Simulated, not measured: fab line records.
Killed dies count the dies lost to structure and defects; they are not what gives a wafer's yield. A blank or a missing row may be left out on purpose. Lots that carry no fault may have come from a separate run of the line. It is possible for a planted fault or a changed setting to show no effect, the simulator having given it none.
fab line records	flow rit_cmos
[record] lots = 6	wafers = 18	last_day = 19
route steps=202 shown REOX@99 NLDD@103 PLDD@114 SPACER@125 NSD@131 M1@202
lots that met no fault: taken from a fault-free run of the same line
start_h: hours from the record's first day to the start of the lot's first wafer shown	wait_h: hours since the lot's step before	" same as the row above	L1.1+2: a single row standing in for several wafers	- no value present, or no start provided	* or withheld: withheld	< > ~ a bound
route shown NAME@n: names a module that has steps shown in the file, with the first one's number in the route	usual: the fault-free wafers' mean and standard deviation	same: alike in all rows	chamber/n: place in a boat	sites: the reading at each site	_std_site: their standard deviation	_edge_site: inner sites' mean taken away from outer sites' mean	radius_mm: how far each site lies from the wafer's centre	mask NAME#n: copy n	behind: tool/chamber where the wafer was last shaped	hold: reason for holding the lot/hours on hold/outcome of the hold	device: transistor that didn't switch, given as n, p or np	end of line: the tests these same wafers got at the end of their route	a step given without rows: its recipe and nothing more	killed: count of dies lost to structure and defects at first sort (not the wafer's yield)	map: the dies of a wafer, with x for killed, . for not killed, _ for no die there
set.NAME: the setting as run; set.NAME@STEP: as run at that earlier step	model.NAME: the simulator's own value behind a step, which no gauge read
lots at some steps of the route; a table a step, a row a wafer
services: from which hour (start_h, from the record's first day; less than 0 if before it) a tool's chamber was out of use, for how many hours, and why
[[steps]]
[step RIT_REOX_CLEAN_01]
[recipe] chemistry = dHF	dilution = 50:1	time_s = 30
[step RIT_REOX_CLEAN_02]
[recipe] chemistry = SC2	mix = 3:3:50	time_s = 600	temp_c = 75	dry = n2_spin
[step RIT_REOX_OXIDATION_03]
[recipe] temp_c = 900	ambient = O2	target_thk_a = 252	ox_time_s = 5580
[step RIT_REOX_THK_MEAS_04]
[recipe] reads = SiO2_of_REOX_OXIDATION_03
[usual] REOX_OXIDE_THK = 25.1/0.44
lot.wafer	tool	chamber	start_h	wait_h	REOX_OXIDE_THK[nm]
L276.3	film_metro-01	-	76.03	0.0	24.7
L276.5	"	-	"	"	24.6
L276.6	"	-	"	"	24.4
L279.3	film_metro-01	-	101.59	0.0	25.5
L279.5	"	-	"	"	25.4
L279.6	"	-	"	"	26.0
L284.1	film_metro-01	-	120.21	0.0	24.8
L284.3	"	-	"	"	25.3
L284.6	"	-	"	"	24.7
L287.4	film_metro-02	-	131.50	0.0	25.8
L287.5	"	-	"	"	25.7
L287.6	"	-	"	"	25.8
L288.1	film_metro-04	-	137.35	0.0	25.9
L288.4	"	-	"	"	26.0
L288.5	"	-	"	"	25.8
L292.1	film_metro-02	-	432.16	0.0	24.8
L292.3	"	-	"	"	24.6
L292.6	"	-	"	"	24.5
[step RIT_NLDD_HMDS_00]
[recipe] prime_time_s = 60	prime_temp_c = 140
[step RIT_NLDD_COAT_01]
[recipe] resist = NOVOLAK	spin_rpm = 3250	resist_thk_nm = 1000
[step RIT_NLDD_SOFTBAKE_02]
[recipe] resist = NOVOLAK	temp_c = 90	time_s = 60
[step RIT_NLDD_EXPOSE_03]
[recipe] mask_id = M7	na = 0.57	target_cd_nm = 40700	dose_mj = 250
[step RIT_NLDD_PEB_04]
[recipe] resist = NOVOLAK	temp_c = withheld	time_s = withheld
[step RIT_NLDD_DEVELOP_05]
[recipe] resist = NOVOLAK	develop_time_s = 50	dev_temp_c = 23
[step RIT_NLDD_OVL_MEAS_06]
[usual] NLDD_OVL = -0.7/1.4
lot.wafer	tool	chamber	start_h	wait_h	NLDD_OVL[nm]
L276.3	overlay-02	-	77.06	-	-0.2
L276.5	"	-	"	"	-1.8
L276.6	"	-	"	"	-1.7
L279.3	overlay-02	-	102.61	-	0.3
L279.5	"	-	"	"	0.4
L279.6	"	-	"	"	0.8
L284.1	overlay-02	-	121.12	-	-2.1
L284.3	"	-	"	"	-2.3
L284.6	"	-	"	"	-2.6
L287.4	overlay-02	-	132.74	-	-0.2
L287.5	"	-	"	"	-1.5
L287.6	"	-	"	"	0.2
L288.1	overlay-01	-	138.29	-	-2.2
L288.4	"	-	"	"	-2.2
L288.5	"	-	"	"	-1.8
L292.1	overlay-02	-	433.07	-	0.2
L292.3	"	-	"	"	1.3
L292.6	"	-	"	"	-0.4
[step RIT_NLDD_HARDBAKE_07]
[recipe] resist = NOVOLAK	temp_c = 140	time_s = 60
[step RIT_NLDD_IMPLANT_08]
[recipe] species = P	energy_kev = 20	dose_cm2 = 5e+14	tilt_deg = 7
[usual] dose_ions_cm2 = 4.999e+14/5.9e+11	faraday_current_uA = 1569/34	tilt_deg = 6.995/0.017
lot.wafer	tool	chamber	start_h	wait_h	dose_ions_cm2	faraday_current_uA	tilt_deg
L276.3	implanter-01	0	77.28	0.1	4.996e+14	1583	7.004
L276.5	"	0	"	"	4.998e+14	1585	6.978
L276.6	"	0	"	"	5e+14	1560	6.995
L279.3	implanter-04	0	102.84	0.1	4.992e+14	1648	7.006
L279.5	"	0	"	"	5.001e+14	1614	6.985
L279.6	"	0	"	"	5.008e+14	1585	6.982
L284.1	implanter-01	0	121.31	0.1	5.007e+14	1582	6.969
L284.3	"	0	"	"	5.005e+14	1568	6.972
L284.6	"	0	"	"	5.003e+14	1594	6.997
L287.4	implanter-04	0	133.02	0.1	1.994e+14	605	6.997
L287.5	"	0	"	"	1.996e+14	641	6.998
L287.6	"	0	"	"	1.998e+14	642	6.990
L288.1	implanter-04	0	138.47	0.1	1.991e+14	594	6.982
L288.4	"	0	"	"	1.993e+14	626	7.008
L288.5	"	0	"	"	1.997e+14	653	7.016
L292.1	implanter-01	0	433.26	0.1	4.993e+14	1596	7.010
L292.3	"	0	"	"	4.991e+14	1619	6.969
L292.6	"	0	"	"	5.005e+14	1558	6.965
[step RIT_NLDD_STRIP_09]
[recipe] chemistry = O2	time_s = 180	resist = NOVOLAK	platen_temp_c = withheld	power_w = 500	pressure_mtorr = 4000	o2_flow_sccm = 4000
[usual] chamber_pressure_mTorr = 4000/3.9	drypump_motor_current_A = 6.1/0.41
lot.wafer	tool	chamber	start_h	wait_h	chamber_pressure_mTorr	drypump_motor_current_A	rf_hours_counter_h
L276.3	plasma_asher-01	1	77.44	0.1	3997	6.4	-
L276.5	"	0	"	"	3998	5.6	-
L276.6	"	1	"	"	3999	6.4	-
L279.3	plasma_asher-03	0	103.00	0.1	4001	6.7	-
L279.5	"	1	"	"	4003	6.3	-
L279.6	"	0	"	"	3997	6.8	-
L284.1	plasma_asher-03	1	121.46	0.1	4001	6.3	49
L284.3	"	1	"	"	3994	6.3	-
L284.6	"	1	"	"	4008	6.3	-
L287.4	plasma_asher-02	0	133.15	0.1	4003	5.7	-
L287.5	"	1	"	"	4003	5.8	-
L287.6	"	0	"	"	4002	5.7	-
L288.1	plasma_asher-02	1	138.62	0.1	4002	5.8	45
L288.4	"	1	"	"	3999	5.8	-
L288.5	"	1	"	"	4000	5.8	-
L292.1	plasma_asher-01	0	433.41	0.1	4006	5.7	33
L292.3	"	0	"	"	3996	5.7	-
L292.6	"	0	"	"	4003	5.7	-
[step RIT_NLDD_TW_MEAS_10]
[usual] NLDD_TW = 2481/15
lot.wafer	tool	chamber	start_h	wait_h	NLDD_TW
L276.3	film_metro-03	-	77.58	0.1	2491
L276.5	"	-	"	"	2486
L276.6	"	-	"	"	2493
L279.3	film_metro-01	-	103.13	0.1	2515
L279.5	"	-	"	"	2517
L279.6	"	-	"	"	2501
L284.1	film_metro-01	-	121.64	0.1	2494
L284.3	"	-	"	"	2491
L284.6	"	-	"	"	2484
L287.4	film_metro-03	-	133.30	0.1	1894
L287.5	"	-	"	"	1892
L287.6	"	-	"	"	1895
L288.1	film_metro-01	-	138.80	0.1	1918
L288.4	"	-	"	"	1932
L288.5	"	-	"	"	1919
L292.1	film_metro-03	-	433.58	0.1	2458
L292.3	"	-	"	"	2463
L292.6	"	-	"	"	2463
[step RIT_PLDD_HMDS_00]
[recipe] prime_time_s = 60	prime_temp_c = 140
[step RIT_PLDD_COAT_01]
[recipe] resist = NOVOLAK	spin_rpm = 3250	resist_thk_nm = 1000
[step RIT_PLDD_SOFTBAKE_02]
[recipe] resist = NOVOLAK	temp_c = 90	time_s = 60
[step RIT_PLDD_EXPOSE_03]
[recipe] mask_id = M8	na = 0.57	target_cd_nm = 40900	dose_mj = 250
[step RIT_PLDD_PEB_04]
[recipe] resist = NOVOLAK	temp_c = withheld	time_s = withheld
[step RIT_PLDD_DEVELOP_05]
[recipe] resist = NOVOLAK	develop_time_s = 50	dev_temp_c = 23
[step RIT_PLDD_OVL_MEAS_06]
[usual] PLDD_OVL = -0.9/1.3
lot.wafer	tool	chamber	start_h	wait_h	PLDD_OVL[nm]
L276.3	overlay-02	-	78.48	-	-2.7
L276.5	"	-	"	"	-3.9
L276.6	"	-	"	"	-1.6
L279.3	overlay-02	-	104.03	-	-1.7
L279.5	"	-	"	"	-1.3
L279.6	"	-	"	"	-1.1
L284.1	overlay-02	-	122.55	-	-2.2
L284.3	"	-	"	"	-2.2
L284.6	"	-	"	"	-2.0
L287.4	overlay-01	-	134.34	-	-0.9
L287.5	"	-	"	"	-0.7
L287.6	"	-	"	"	-1.5
L288.1	overlay-02	-	139.83	-	-1.7
L288.4	"	-	"	"	0.3
L288.5	"	-	"	"	-1.0
L292.1	overlay-01	-	434.55	-	-0.6
L292.3	"	-	"	"	-1.8
L292.6	"	-	"	"	-1.5
[step RIT_PLDD_HARDBAKE_07]
[recipe] resist = NOVOLAK	temp_c = 140	time_s = 60
[step RIT_PLDD_IMPLANT_08]
[recipe] species = BF2	energy_kev = 20	dose_cm2 = 9e+14	tilt_deg = 7
[step RIT_PLDD_STRIP_09]
[recipe] chemistry = O2	time_s = 180	resist = NOVOLAK	platen_temp_c = withheld	power_w = 500	pressure_mtorr = 4000	o2_flow_sccm = 4000
[usual] chamber_pressure_mTorr = 4000/3.2	drypump_motor_current_A = 6.2/0.37
lot.wafer	tool	chamber	start_h	wait_h	chamber_pressure_mTorr	drypump_motor_current_A	rf_hours_counter_h
L276.3	plasma_asher-02	0	78.86	0.1	3998	5.6	-
L276.5	"	1	"	"	4005	5.9	-
L276.6	"	0	"	"	3998	5.6	-
L279.3	plasma_asher-04	1	104.42	0.1	4000	6.2	-
L279.5	"	0	"	"	4003	6.0	-
L279.6	"	1	"	"	3998	6.2	-
L284.1	plasma_asher-03	0	122.88	0.1	4004	6.8	50
L284.3	"	0	"	"	4000	6.8	-
L284.6	"	1	"	"	4004	6.3	-
L287.4	plasma_asher-02	0	134.72	0.1	4004	5.6	-
L287.5	"	1	"	"	4000	5.8	-
L287.6	"	0	"	"	3997	5.7	-
L288.1	plasma_asher-02	0	140.17	0.1	3999	5.6	45
L288.4	"	0	"	"	3999	5.6	-
L288.5	"	1	"	"	3999	5.8	-
L292.1	plasma_asher-04	0	434.88	0.1	3999	6.0	68
L292.3	"	1	"	"	4006	6.2	-
L292.6	"	0	"	"	3994	6.0	-
[step RIT_PLDD_TW_MEAS_10]
[usual] PLDD_TW = 2341/14
lot.wafer	tool	chamber	start_h	wait_h	PLDD_TW
L276.3	film_metro-01	-	79.00	0.1	2345
L276.5	"	-	"	"	2335
L276.6	"	-	"	"	2344
L279.3	film_metro-03	-	104.55	0.1	2330
L279.5	"	-	"	"	2310
L279.6	"	-	"	"	2329
L284.1	film_metro-01	-	123.06	0.1	2351
L284.3	"	-	"	"	2346
L284.6	"	-	"	"	2350
L287.4	film_metro-01	-	134.87	0.1	2355
L287.5	"	-	"	"	2348
L287.6	"	-	"	"	2356
L288.1	film_metro-01	-	140.35	0.1	2351
L288.4	"	-	"	"	2346
L288.5	"	-	"	"	2349
L292.1	film_metro-04	-	435.06	0.1	2356
L292.3	"	-	"	"	2364
L292.6	"	-	"	"	2353
[step RIT_SPACER_CLEAN_00]
[recipe] chemistry = SC1	mix = 3:3:50	time_s = 600	temp_c = 75
[step RIT_SPACER_CLEAN_01]
[recipe] chemistry = dHF	dilution = 50:1	time_s = 30
[step RIT_SPACER_CLEAN_02]
[recipe] chemistry = SC2	mix = 3:3:50	time_s = 600	temp_c = 75	dry = n2_spin
[step RIT_SPACER_CVD_03]
[recipe] material = Si3N4	target_thk_nm = 250	temp_c = 810	precursor = SiH2Cl2/NH3	time_s = 3300	pressure_mtorr = 300	sih2cl2_flow_sccm = 60	nh3_flow_sccm = 150
[step RIT_SPACER_THK_MEAS_04]
[recipe] reads = Si3N4_of_SPACER_CVD_03
[usual] SPACER_NITRIDE_THK = 250.7/2.6
lot.wafer	tool	chamber	start_h	wait_h	SPACER_NITRIDE_THK[nm]
L276.3	film_metro-02	-	82.09	0.0	250.9
L276.5	"	-	"	"	251.5
L276.6	"	-	"	"	251.6
L279.3	film_metro-04	-	106.90	0.0	251.3
L279.5	"	-	"	"	251.7
L279.6	"	-	"	"	250.8
L284.1	film_metro-03	-	126.48	0.0	253.3
L284.3	"	-	"	"	253.7
L284.6	"	-	"	"	253.8
L287.4	film_metro-04	-	137.73	0.0	250.7
L287.5	"	-	"	"	249.4
L287.6	"	-	"	"	248.7
L288.1	film_metro-04	-	142.70	0.0	251.7
L288.4	"	-	"	"	249.9
L288.5	"	-	"	"	250.3
L292.1	film_metro-03	-	438.28	0.0	252.9
L292.3	"	-	"	"	252.5
L292.6	"	-	"	"	253.8
[step RIT_SPACER_ETCHBACK_05]
[recipe] target_depth_a = 2500	SF6_flow_sccm = 30	CHF3_flow_sccm = 30	target = Si3N4	chemistry = SF6/CHF3	pressure_mtorr = 40	rf_w = 250	time_s = 240	stop_on = SiO2
[usual] CHF3_flow_sccm = 30.00/0.086	chamber_pressure_mTorr = 40.01/0.035	drypump_motor_current_A = 5.8/0.65	oes_product_au = 0.846/0.015	throttle_valve_pct = 10.31/0.16
lot.wafer	tool	chamber	start_h	wait_h	CHF3_flow_sccm	chamber_pressure_mTorr	drypump_motor_current_A	oes_product_au	rf_hours_counter_h	throttle_valve_pct
L276.3	rie_diel-02	1	82.13	0.0	30.05	39.98	6.5	0.859	6	10.48
L276.5	"	2	"	"	29.89	40.06	5.3	0.834	-	10.59
L276.6	"	3	"	"	30.17	40.00	5.4	0.851	-	10.34
L279.3	rie_diel-01	2	106.94	0.0	29.93	40.00	4.9	0.867	5	10.45
L279.5	"	2	"	"	30.09	40.01	5.0	0.858	-	10.45
L279.6	"	3	"	"	30.11	39.96	6.7	0.851	-	10.12
L284.1	rie_diel-04	2	126.54	0.1	29.98	40.01	5.0	0.859	71	10.55
L284.3	"	0	"	"	30.00	40.05	6.6	0.868	3	10.17
L284.6	"	3	"	"	30.03	40.03	6.4	0.842	-	10.31
L287.4	rie_diel-01	3	137.76	0.0	30.01	39.98	6.7	0.848	109	10.14
L287.5	"	3	"	"	29.98	40.01	6.7	0.856	-	10.13
L287.6	"	2	"	"	30.00	40.00	4.9	0.858	-	10.44
L288.1	rie_diel-04	3	142.76	0.1	29.92	39.97	6.4	0.831	52	10.30
L288.4	"	1	"	"	29.97	39.99	5.0	0.853	9	10.04
L288.5	"	0	"	"	29.97	39.93	6.7	0.863	-	10.17
L292.1	rie_diel-04	1	438.34	0.1	30.01	39.99	5.0	0.860	16	10.04
L292.3	"	2	"	"	29.96	39.99	5.1	0.860	78	10.53
L292.6	"	1	"	"	29.97	40.00	5.0	0.867	-	10.06
[step RIT_NSD_HMDS_00]
[recipe] prime_time_s = 60	prime_temp_c = 140
[step RIT_NSD_COAT_01]
[recipe] resist = NOVOLAK	spin_rpm = 3250	resist_thk_nm = 1000
[step RIT_NSD_SOFTBAKE_02]
[recipe] resist = NOVOLAK	temp_c = 90	time_s = 60
[step RIT_NSD_EXPOSE_03]
[recipe] mask_id = M9	na = 0.57	target_cd_nm = 40700	dose_mj = 250
[step RIT_NSD_PEB_04]
[recipe] resist = NOVOLAK	temp_c = withheld	time_s = withheld
[step RIT_NSD_DEVELOP_05]
[recipe] resist = NOVOLAK	develop_time_s = 50	dev_temp_c = 23
[step RIT_NSD_OVL_MEAS_06]
[usual] NSD_OVL = 0.4/1.4
lot.wafer	tool	chamber	start_h	wait_h	NSD_OVL[nm]
L276.3	overlay-02	-	83.14	-	0.1
L276.5	"	-	"	"	-1.4
L276.6	"	-	"	"	-0.3
L279.3	overlay-01	-	107.95	-	0.5
L279.5	"	-	"	"	-0.1
L279.6	"	-	"	"	-0.6
L284.1	overlay-01	-	127.67	-	-0.2
L284.3	"	-	"	"	2.2
L284.6	"	-	"	"	2.0
L287.4	overlay-02	-	138.81	-	-0.9
L287.5	"	-	"	"	0.2
L287.6	"	-	"	"	-0.3
L288.1	overlay-01	-	143.89	-	0.4
L288.4	"	-	"	"	0.6
L288.5	"	-	"	"	0.7
L292.1	overlay-01	-	439.34	-	-0.8
L292.3	"	-	"	"	0.4
L292.6	"	-	"	"	0.4
[step RIT_NSD_HARDBAKE_07]
[recipe] resist = NOVOLAK	temp_c = 140	time_s = 60
[step RIT_NSD_IMPLANT_08]
[recipe] species = P	energy_kev = 25	dose_cm2 = 1e+15	tilt_deg = 7
[step RIT_NSD_STRIP_09]
[recipe] chemistry = O2	time_s = 180	resist = NOVOLAK	platen_temp_c = withheld	power_w = 500	pressure_mtorr = 4000	o2_flow_sccm = 4000
[usual] chamber_pressure_mTorr = 4000/3.3	drypump_motor_current_A = 6.3/0.31
lot.wafer	tool	chamber	start_h	wait_h	chamber_pressure_mTorr	drypump_motor_current_A	rf_hours_counter_h
L276.3	plasma_asher-04	0	83.53	0.1	4000	6.0	-
L276.5	"	1	"	"	3999	6.2	-
L276.6	"	0	"	"	3997	6.0	-
L279.3	plasma_asher-03	0	108.33	0.1	3996	6.8	-
L279.5	"	0	"	"	4004	6.8	-
L279.6	"	1	"	"	3994	6.3	-
L284.1	plasma_asher-03	1	128.00	0.1	4001	6.3	50
L284.3	"	1	"	"	4001	6.3	-
L284.6	"	0	"	"	4000	6.8	-
L287.4	plasma_asher-01	0	139.19	0.1	3997	5.6	-
L287.5	"	0	"	"	4003	5.6	-
L287.6	"	1	"	"	3994	6.4	-
L288.1	plasma_asher-03	0	144.23	0.1	3998	6.8	52
L288.4	"	1	"	"	4001	6.3	-
L288.5	"	1	"	"	4002	6.3	-
L292.1	plasma_asher-04	1	439.71	0.1	3999	6.2	68
L292.3	"	0	"	"	4008	6.0	-
L292.6	"	1	"	"	3999	6.2	-
[step RIT_SDANNEAL_RS_MEAS_07]
[recipe] thk_meas_gauge = four-point-probe
[usual] NLDD_RS = 151.6/0.51
lot.wafer	tool	chamber	start_h	wait_h	NLDD_RS[ohm/sq]
L276.3	film_metro-01	-	86.23	0.1	151.1
L276.5	"	-	"	"	150.5
L276.6	"	-	"	"	150.8
L279.3	film_metro-03	-	111.14	0.1	152.0
L279.5	"	-	"	"	151.9
L279.6	"	-	"	"	152.5
L284.1	film_metro-01	-	130.48	0.1	151.6
L284.3	"	-	"	"	151.7
L284.6	"	-	"	"	152.3
L287.4	film_metro-01	-	141.77	0.1	305.3
L287.5	"	-	"	"	305.8
L287.6	"	-	"	"	307.4
L288.1	film_metro-03	-	146.91	0.1	302.2
L288.4	"	-	"	"	301.5
L288.5	"	-	"	"	305.7
L292.1	film_metro-01	-	442.34	0.1	152.3
L292.3	"	-	"	"	151.7
L292.6	"	-	"	"	152.0
[step RIT_M1_PROBE_99]
[usual] killed_at_contacts = 0.1/0.27	killed_at_front_end = 6/3	killed_dies = 7/3	killed_open = 3.1/2	killed_short = 3.4/2
[same] gross_dies = 264	killed_at_M0_to_M3 = 0	killed_at_M4_up = 0	killed_at_back_side = 0	killed_at_other = 0
lot.wafer	tool	chamber	start_h	wait_h	killed_at_contacts	killed_at_front_end	killed_dies	killed_open	killed_short	model.etest.nmos_0p15.r_on_ohm_um	model.etest.nmos_0p3.r_on_ohm_um	model.etest.nldd.rs_ohm_sq	model.etest.nmos_turned.drive_ua_um	model.etest.nldd.line_ohm_um	model.etest.nmos_0p15.drive_ua_um	model.etest.nmos_narrow.drive_ua_um	model.etest.nmos_0p3.drive_ua_um
L276.3	prober-01	-	93.40	0.2	0	3	3	1	2	1114	2125	371.5	320.5	115.6	463.3	233.3	230.3
L276.5	prober-01	-	93.50	0.2	1	7	8	4	4	1100	2084	370.4	330.4	115.3	477.2	238.2	235.6
L276.6	prober-01	-	93.55	0.2	0	8	8	4	4	1167	2174	368	326.1	112.5	466.2	232.6	229.4
L279.3	prober-02	-	119.07	0.2	0	4	4	3	1	1090	2087	368.9	334.2	114.5	491.7	238.3	234.5
L279.5	prober-02	-	119.17	0.2	1	5	6	4	2	1098	2132	366.8	332.7	116.7	479.1	231.8	228.8
L279.6	prober-02	-	119.22	0.2	0	9	9	6	3	1171	2174	380.9	311.1	120.1	467.8	231.4	225.9
L284.1	prober-01	-	137.72	0.1	0	9	9	1	8	1138	2155	372	309.3	118.6	449.1	226.4	223.3
L284.3	prober-01	-	137.82	0.2	0	5	5	3	2	1150	2158	385.7	299	120.8	447.9	226.1	224.7
L284.6	prober-01	-	137.97	0.2	0	4	4	4	0	1156	2190	372.8	306.9	116.2	447	223.7	223
L287.4	prober-01	-	149.00	0.2	0	10	10	8	2	1795	2746	851	115.6	267.1	338.3	199.5	200.2
L287.5	prober-01	-	149.05	0.2	0	2	2	0	2	1823	2810	843.9	116.6	266.1	335.2	193.2	195.8
L287.6	prober-01	-	149.10	0.2	0	12	12	6	6	1789	2763	848.1	117.3	267	340.5	200.6	200.3
L288.1	prober-01	-	154.10	0.1	0	2	2	1	1	1833	2812	836.1	105.7	266.7	330.3	191	190.4
L288.4	prober-01	-	154.25	0.2	0	2	2	1	1	1853	2868	839.1	102.7	260.4	322.1	186	186.5
L288.5	prober-01	-	154.30	0.2	0	2	2	0	2	1806	2809	846.5	106.3	262.6	325.1	187.4	187
L292.1	prober-01	-	450.00	0.1	0	7	7	3	4	1104	2122	359.5	345.1	113.3	478	232.9	228.4
L292.3	prober-01	-	450.10	0.2	0	5	5	1	4	1071	2081	353.5	342.9	110.8	473.5	228.6	228
L292.6	prober-01	-	450.25	0.2	0	13	13	9	4	1079	2101	355.6	351.1	111.9	489.1	232	229.3
// killed by level:class
L276.3 GATE:geometric_particle:short=1 SPACER:geometric_particle:short=1 SPACER:geometric_particle:open=1
L276.5 SPACER:geometric_particle:short=3 SPACER:geometric_particle:open=2 FOX1:geometric_particle:short=1 REOX:geometric_particle:open=1 CONTACT:geometric_particle:open=1
L276.6 SPACER:geometric_particle:short=4 SPACER:geometric_particle:open=3 GATE:geometric_particle:open=1
L279.3 REOX:geometric_particle:open=2 GATE:geometric_particle:open=1 SILICIDE:geometric_particle:short=1
L279.5 FOX1:geometric_particle:open=1 FOX1:geometric_particle:short=1 GATE:geometric_particle:open=1 SPACER:geometric_particle:short=1 SILICIDE:geometric_particle:open=1 CONTACT:geometric_particle:open=1
L279.6 GATE:geometric_particle:open=5 FOX1:geometric_particle:open=1 FOX2:geometric_particle:short=1 GATE:geometric_particle:short=1 REOX:geometric_particle:short=1
L284.1 GATE:geometric_particle:short=5 FOX1:geometric_particle:short=3 FOX1:geometric_particle:open=1
L284.3 FOX1:geometric_particle:open=1 GATE:geometric_particle:short=1 REOX:geometric_particle:open=1 SPACER:geometric_particle:open=1 SPACER:geometric_particle:short=1
L284.6 GATE:geometric_particle:open=3 SPACER:geometric_particle:open=1
L287.4 FOX1:geometric_particle:open=3 GATE:geometric_particle:short=2 SILICIDE:geometric_particle:open=2 FOX2:geometric_particle:open=1 GATE:geometric_particle:open=1 REOX:geometric_particle:open=1
L287.5 REOX:geometric_particle:short=2
L287.6 FOX1:geometric_particle:short=3 REOX:geometric_particle:open=3 GATE:geometric_particle:short=2 SILICIDE:geometric_particle:open=2 GATE:geometric_particle:open=1 REOX:geometric_particle:short=1
L288.1 GATE:geometric_particle:short=1 SPACER:geometric_particle:open=1
L288.4 SPACER:geometric_particle:short=1 SPACER:geometric_particle:open=1
L288.5 FOX1:geometric_particle:short=1 REOX:geometric_particle:short=1
L292.1 GATE:geometric_particle:open=3 GATE:geometric_particle:short=2 REOX:geometric_particle:short=1 SPACER:geometric_particle:short=1
L292.3 FOX1:geometric_particle:short=1 FOX1:geometric_particle:open=1 FOX2:geometric_particle:short=1 GATE:geometric_particle:short=1 SILICIDE:geometric_particle:short=1
L292.6 GATE:geometric_particle:open=6 FOX1:geometric_particle:open=3 FOX1:geometric_particle:short=2 FOX2:geometric_particle:short=1 SPACER:geometric_particle:short=1
[[services]]
tool	chamber	start_h	hours	kind
plasma_asher-03	-	56.59	2.4	repair
implanter-04	-	76.29	4.6	pm
implanter-01	-	97.06	5.9	repair
plasma_asher-02	-	105.02	4.3	repair
plasma_asher-01	-	108.75	9.0	pm
plasma_asher-02	-	135.24	0.7	repair
implanter-04	-	161.84	0.6	repair
plasma_asher-04	-	162.32	2.8	pm
rie_diel-04	-	165.71	2.8	pm
rie_diel-04	3	178.57	6.1	repair
rie_diel-04	0	198.24	3.7	repair
plasma_asher-01	-	260.83	2.8	pm
plasma_asher-01	-	279.26	0.9	repair
implanter-04	-	295.99	1.1	repair
implanter-04	-	305.97	5.7	pm
implanter-04	-	317.12	3.6	repair
implanter-04	-	320.70	1.9	repair
implanter-04	-	339.71	0.6	repair
plasma_asher-03	-	373.70	14.6	pm
rie_diel-04	2	391.39	2.4	repair
implanter-04	-	406.63	1.3	repair
plasma_asher-02	-	420.17	1.0	repair
plasma_asher-02	-	421.25	9.0	pm
implanter-01	-	433.68	3.0	pm
[[key]]
[first_sign] step = RIT_NLDD_IMPLANT_08	reading = dose_ions_cm2	direction = down	sigmas = 99+	usual = 4.999e+14	struck = 1.995e+14
[effect] step = RIT_NLDD_IMPLANT_08	reading = faraday_current_uA	direction = down	sigmas = 27	usual = 1569	struck = 627
[effect] step = RIT_NLDD_TW_MEAS_10	reading = NLDD_TW	direction = down	sigmas = 38	usual = 2481	struck = 1908
[effect] step = RIT_SDANNEAL_RS_MEAS_07	reading = NLDD_RS	direction = up	sigmas = 99+	usual = 151.6	struck = 304.7
[model_effect] step = RIT_M1_PROBE_99	value = etest.nmos_0p15.r_on_ohm_um	without = 1151	struck = 1816
met_at RIT_NLDD_IMPLANT_08
struck_wafers L287.4,L287.5,L287.6,L288.1,L288.4,L288.5
tester_left_out L287,L288
onset_between 102.84 133.02
[fault] kind = process_parameter_drift	tool = implanter-04	chamber = -	onset_h = 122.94	steps = RIT_NLDD_IMPLANT_08	channel = dose_cm2	offset = -3e+14	shape = step	end_h = 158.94	acts_in = these_recipes_only	stated = 5e+14
// tester_left_out: of these lots the tester's yield and bins aren't shown, on N5 and GAA mostly nor the transistor test; their killed dies are dies lost to structure and defects alone, not to doping, threshold or leakage, so they don't give the yield
